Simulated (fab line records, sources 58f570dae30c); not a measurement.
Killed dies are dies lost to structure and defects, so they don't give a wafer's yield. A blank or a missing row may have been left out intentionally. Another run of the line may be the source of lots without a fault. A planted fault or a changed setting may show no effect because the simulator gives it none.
Which tool did it? / flow berkeleyCmos170 / Sampling: 15 lots, 45 wafers, 5 of 331 route steps

== WHAT THE GAUGES READ, wafer by wafer ==
UCB170_NWELL_THK_MEAS_02. Usual: NWELL_OXIDE_THK 26.2 nm, standard deviation 0.49.
lot=L460; measured=day 1 21:10; on=filmMetro-03; NWELL_OXIDE_THK (nm)=26.4 26.3 26.4; flag=
lot=L461; measured=day 2 03:41; on=filmMetro-03; NWELL_OXIDE_THK (nm)=26.2 26.6 26.2; flag=
lot=L463; measured=day 2 12:34; on=filmMetro-03; NWELL_OXIDE_THK (nm)=26.9 26.8 26.5; flag=
lot=L464; measured=day 2 17:42; on=filmMetro-03; NWELL_OXIDE_THK (nm)=27.0 27.3 27.2; flag=
lot=L465; measured=day 2 23:19; on=filmMetro-04; NWELL_OXIDE_THK (nm)=26.6 26.7 26.7; flag=
lot=L467; measured=day 3 10:58; on=filmMetro-02; NWELL_OXIDE_THK (nm)=25.6 26.0 25.5; flag=
lot=L469; measured=day 3 16:00; on=filmMetro-04; NWELL_OXIDE_THK (nm)=25.4 25.4 25.3; flag=
lot=L475; measured=day 5 00:52; on=filmMetro-04; NWELL_OXIDE_THK (nm)=26.1 25.6 26.2; flag=
lot=L476; measured=day 5 04:42; on=filmMetro-03; NWELL_OXIDE_THK (nm)=26.4 25.7 26.2; flag=
lot=L477; measured=day 5 14:22; on=filmMetro-04; NWELL_OXIDE_THK (nm)=26.4 26.8 25.8; flag=
lot=L478; measured=day 5 23:15; on=filmMetro-02; NWELL_OXIDE_THK (nm)=26.3 25.9 25.6; flag=
lot=L479; measured=day 5 23:15; on=filmMetro-03; NWELL_OXIDE_THK (nm)=27.1 26.6 26.3; flag=
lot=L480; measured=day 6 07:37; on=filmMetro-02; NWELL_OXIDE_THK (nm)=26.2 26.7 26.6; flag=
lot=L481; measured=day 6 16:35; on=filmMetro-02; NWELL_OXIDE_THK (nm)=25.9 26.5 26.0; flag=
lot=L483; measured=day 6 21:38; on=filmMetro-03; NWELL_OXIDE_THK (nm)=25.4 25.5 25.1; flag=

UCB170_NVT_OVL_MEAS_06. Usual: NVT_OVL -1 nm, standard deviation 4.9.
lot=L460; measured=day 4 20:08; on=overlay-01; NVT_OVL (nm)=5 7 3; flag=
lot=L461; measured=day 6 02:10; on=overlay-01; NVT_OVL (nm)=-2 0 1; flag=
lot=L463; measured=day 6 02:16; on=overlay-02; NVT_OVL (nm)=-3 9 -1; flag=
lot=L464; measured=day 6 02:26; on=overlay-01; NVT_OVL (nm)=4 -1 1; flag=
lot=L465; measured=day 6 20:47; on=overlay-02; NVT_OVL (nm)=- - -; flag=OFF
lot=L467; measured=day 7 01:33; on=overlay-01; NVT_OVL (nm)=- - -; flag=OFF
lot=L469; measured=day 7 01:25; on=overlay-02; NVT_OVL (nm)=- - -; flag=OFF
lot=L475; measured=day 8 18:08; on=overlay-02; NVT_OVL (nm)=-3 -8 -8; flag=
lot=L476; measured=day 8 19:31; on=overlay-02; NVT_OVL (nm)=-5 0 -4; flag=
lot=L477; measured=day 9 01:17; on=overlay-01; NVT_OVL (nm)=3 1 6; flag=
lot=L478; measured=day 9 15:57; on=overlay-01; NVT_OVL (nm)=-8 -11 -5; flag=
lot=L479; measured=day 9 15:46; on=overlay-01; NVT_OVL (nm)=-4 -2 -7; flag=
lot=L480; measured=day 9 23:50; on=overlay-01; NVT_OVL (nm)=-3 -8 -5; flag=
lot=L481; measured=day 9 22:23; on=overlay-02; NVT_OVL (nm)=9 0 3; flag=
lot=L483; measured=day 10 00:13; on=overlay-01; NVT_OVL (nm)=-1 -2 -1; flag=

UCB170_PVT_TW_MEAS_09. Usual: PVT_TW 508, standard deviation 3.7.
lot=L460; measured=day 4 21:59; on=filmMetro-01; PVT_TW=505 505 505; flag=
lot=L461; measured=day 6 03:58; on=filmMetro-03; PVT_TW=513 515 512; flag=
lot=L463; measured=day 6 04:35; on=filmMetro-01; PVT_TW=506 510 507; flag=
lot=L464; measured=day 6 04:41; on=filmMetro-03; PVT_TW=514 514 514; flag=
lot=L465; measured=day 7 01:34; on=filmMetro-01; PVT_TW=643 640 639; flag=OFF
lot=L467; measured=day 7 04:59; on=filmMetro-03; PVT_TW=646 650 650; flag=OFF
lot=L469; measured=day 7 04:43; on=filmMetro-01; PVT_TW=638 641 641; flag=OFF
lot=L475; measured=day 8 20:53; on=filmMetro-03; PVT_TW=510 509 511; flag=
lot=L476; measured=day 9 01:16; on=filmMetro-04; PVT_TW=510 509 507; flag=
lot=L477; measured=day 9 06:03; on=filmMetro-04; PVT_TW=513 509 510; flag=
lot=L478; measured=day 9 18:37; on=filmMetro-01; PVT_TW=503 505 504; flag=
lot=L479; measured=day 9 17:59; on=filmMetro-01; PVT_TW=507 506 505; flag=
lot=L480; measured=day 10 02:52; on=filmMetro-04; PVT_TW=511 510 509; flag=
lot=L481; measured=day 10 02:02; on=filmMetro-01; PVT_TW=503 503 501; flag=
lot=L483; measured=day 10 03:30; on=filmMetro-04; PVT_TW=510 508 505; flag=

UCB170_M2_OVL_MEAS_16. Usual: M2_OVL 0 nm, standard deviation 5.3.
lot=L460; measured=day 6 20:32; on=overlay-01; M2_OVL (nm)=-5 2 -6; flag=
lot=L461; measured=day 8 18:25; on=overlay-02; M2_OVL (nm)=-8 -3 3; flag=
lot=L463; measured=day 8 02:24; on=overlay-01; M2_OVL (nm)=3 0 -1; flag=
lot=L464; measured=day 8 02:04; on=overlay-01; M2_OVL (nm)=-11 -5 -1; flag=
lot=L465; measured=day 9 06:19; on=overlay-01; M2_OVL (nm)=-8 3 -3; flag=
lot=L467; measured=day 9 08:25; on=overlay-02; M2_OVL (nm)=2 2 -2; flag=
lot=L469; measured=day 9 08:41; on=overlay-01; M2_OVL (nm)=8 -8 2; flag=
lot=L475; measured=day 10 13:34; on=overlay-02; M2_OVL (nm)=8 -2 3; flag=
lot=L476; measured=day 10 22:56; on=overlay-01; M2_OVL (nm)=-2 0 -1; flag=
lot=L477; measured=day 11 07:14; on=overlay-01; M2_OVL (nm)=-2 3 0; flag=
lot=L478; measured=day 11 14:12; on=overlay-02; M2_OVL (nm)=-2 -3 -3; flag=
lot=L479; measured=day 11 14:00; on=overlay-02; M2_OVL (nm)=-4 0 -8; flag=
lot=L480; measured=day 12 01:43; on=overlay-01; M2_OVL (nm)=5 7 7; flag=
lot=L481; measured=day 12 01:28; on=overlay-02; M2_OVL (nm)=10 -3 1; flag=
lot=L483; measured=day 11 21:36; on=overlay-01; M2_OVL (nm)=-10 -13 1; flag=

== WHICH TOOL RAN EACH LOT (tool, then ch and the chambers of the sampled wafers, then the start) ==
lot=L460; UCB170_NVT_COAT_01=lithoTrack-03 ch 0, day 4 18:56
lot=L461; UCB170_NVT_COAT_01=lithoTrack-01 ch 0, day 6 01:26
lot=L463; UCB170_NVT_COAT_01=lithoTrack-04 ch 0, day 6 01:35
lot=L464; UCB170_NVT_COAT_01=lithoTrack-03 ch 0, day 6 01:36
lot=L465; UCB170_NVT_COAT_01=lithoTrack-01, day 6 19:58
lot=L467; UCB170_NVT_COAT_01=lithoTrack-01, day 6 23:49
lot=L469; UCB170_NVT_COAT_01=lithoTrack-03, day 6 23:40
lot=L475; UCB170_NVT_COAT_01=lithoTrack-04 ch 0, day 8 08:29
lot=L476; UCB170_NVT_COAT_01=lithoTrack-01 ch 0, day 8 18:39
lot=L477; UCB170_NVT_COAT_01=lithoTrack-03 ch 0, day 9 00:11
lot=L478; UCB170_NVT_COAT_01=lithoTrack-04 ch 0, day 9 15:07
lot=L479; UCB170_NVT_COAT_01=lithoTrack-01 ch 0, day 9 15:04
lot=L480; UCB170_NVT_COAT_01=lithoTrack-03 ch 0, day 9 22:29
lot=L481; UCB170_NVT_COAT_01=lithoTrack-04 ch 0, day 9 21:34
lot=L483; UCB170_NVT_COAT_01=lithoTrack-01 ch 0, day 9 22:35
- UCB170_NVT_COAT_01: resist thk 900 nm.

== WHAT THE TOOLS THEMSELVES READ (means of the sampled wafers that have a number; where no wafer has one, the mark that the record gives instead) ==
UCB170_NVT_COAT_01. Usual: chillPlateTempC 23.03 C, standard deviation 0.11; dispensePressureKPa 49 kPa, standard deviation 5.3.
lot=L460; tool=lithoTrack-03; chillPlateTempC (C)=22.97; dispensePressureKPa (kPa)=53; flag=
lot=L461; tool=lithoTrack-01; chillPlateTempC (C)=23.12; dispensePressureKPa (kPa)=43; flag=
lot=L463; tool=lithoTrack-04; chillPlateTempC (C)=23.10; dispensePressureKPa (kPa)=55; flag=
lot=L464; tool=lithoTrack-03; chillPlateTempC (C)=23.22; dispensePressureKPa (kPa)=53; flag=
lot=L465; tool=lithoTrack-01; chillPlateTempC (C)=-; dispensePressureKPa (kPa)=-; flag=OFF
lot=L467; tool=lithoTrack-01; chillPlateTempC (C)=-; dispensePressureKPa (kPa)=-; flag=OFF
lot=L469; tool=lithoTrack-03; chillPlateTempC (C)=-; dispensePressureKPa (kPa)=-; flag=OFF
lot=L475; tool=lithoTrack-04; chillPlateTempC (C)=23.06; dispensePressureKPa (kPa)=55; flag=
lot=L476; tool=lithoTrack-01; chillPlateTempC (C)=23.00; dispensePressureKPa (kPa)=43; flag=
lot=L477; tool=lithoTrack-03; chillPlateTempC (C)=23.08; dispensePressureKPa (kPa)=53; flag=
lot=L478; tool=lithoTrack-04; chillPlateTempC (C)=22.99; dispensePressureKPa (kPa)=55; flag=
lot=L479; tool=lithoTrack-01; chillPlateTempC (C)=23.01; dispensePressureKPa (kPa)=43; flag=
lot=L480; tool=lithoTrack-03; chillPlateTempC (C)=23.16; dispensePressureKPa (kPa)=53; flag=
lot=L481; tool=lithoTrack-04; chillPlateTempC (C)=22.91; dispensePressureKPa (kPa)=55; flag=
lot=L483; tool=lithoTrack-01; chillPlateTempC (C)=23.16; dispensePressureKPa (kPa)=43; flag=

== THE ANSWER, worked out from the rows above alone ==
Rule: a lot is off if the mean of its wafers that have a number lies more than 3 standard deviations from the usual mean. A lot without any number at a reading at which 4 lots or more have one is off too. All remaining lots with rows at the step are treated as sound. The gauges are gone through in route order, then the tools' own readings, and for those a lot's mean is taken as printed above. At the first step where some lot is off, the reading lying furthest off is the one used; lots without a number count as furthest.
Off: L465, L467, L469, at UCB170_NVT_OVL_MEAS_06 (NVT_OVL). Without a number there: L465, L467, L469.
If a tool, at a process step before that reading, ran all the lots that are off and no sound lot after the first of them, it fits. The gauges at UCB170_NVT_OVL_MEAS_06 aren't tried: what is off there is off at UCB170_PVT_TW_MEAS_09 too, on other tools, and a gauge's error can't cause that. Of those tried, none fits.

== WHAT WAS PUT IN BY THE SIMULATOR ==
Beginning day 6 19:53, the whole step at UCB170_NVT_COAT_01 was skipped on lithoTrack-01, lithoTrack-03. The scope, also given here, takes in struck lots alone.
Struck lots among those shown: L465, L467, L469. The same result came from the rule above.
